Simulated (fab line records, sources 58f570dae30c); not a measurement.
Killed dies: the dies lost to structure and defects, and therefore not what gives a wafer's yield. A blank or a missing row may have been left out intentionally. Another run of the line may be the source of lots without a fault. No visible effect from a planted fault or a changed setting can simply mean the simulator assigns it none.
Matching of chambers / flow berkeley-cmos170 / UCB170_GATE_ETCH_15 on rie-si-02: 4 sister chambers
The step etches poly-Si in HBr/Cl2, stops on SiO2, time 56.3 s, target depth 278.2 nm. 4 wafers are shown with their chamber, then 8 later ones without.

EACH WAFER AND ITS CHAMBER
wafer=L106.1; chamber=3; throttle-valve-pct (%)=26.65
wafer=L119.4; chamber=2; throttle-valve-pct (%)=26.26
wafer=L119.6; chamber=0; throttle-valve-pct (%)=26.59
wafer=L118.2; chamber=1; throttle-valve-pct (%)=26.56

WAFERS MISSING THEIR CHAMBER
wafer=L118.4; throttle-valve-pct (%)=26.65
wafer=L118.5; throttle-valve-pct (%)=26.67
wafer=L122.1; throttle-valve-pct (%)=26.66
wafer=L122.2; throttle-valve-pct (%)=26.24
wafer=L122.5; throttle-valve-pct (%)=26.25
wafer=L123.3; throttle-valve-pct (%)=26.56
wafer=L123.5; throttle-valve-pct (%)=26.57
wafer=L123.6; throttle-valve-pct (%)=26.56

WHICH CHAMBER EACH WENT THROUGH
wafer=L118.4; from the rows above=3; in truth=3
wafer=L118.5; from the rows above=3; in truth=3
wafer=L122.1; from the rows above=3; in truth=3
wafer=L122.2; from the rows above=2; in truth=2
wafer=L122.5; from the rows above=2; in truth=2
wafer=L123.3; from the rows above=1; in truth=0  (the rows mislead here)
wafer=L123.5; from the rows above=can't be placed: 1 or 0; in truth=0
wafer=L123.6; from the rows above=1; in truth=1
Placed correctly: 6 of 8. Cannot be placed on the basis of these rows: 1; the candidates contain the true chamber in 1. Placed wrongly: 1.
How it was worked out, from the rows above alone: a wafer's distance from a chamber is the root of the sum, over the readings, of the square of ((its reading less the chamber's mean) divided by the reading's scatter). If the next closest chamber is less than 2 further off than the closest, the wafer can't be placed; otherwise it belongs to the closest. Each chamber's mean is taken over the wafers shown for it. The scatter (one wafer shown for each chamber): square how far every hidden wafer sits from the nearest shown wafer, average those squares and take the square root.
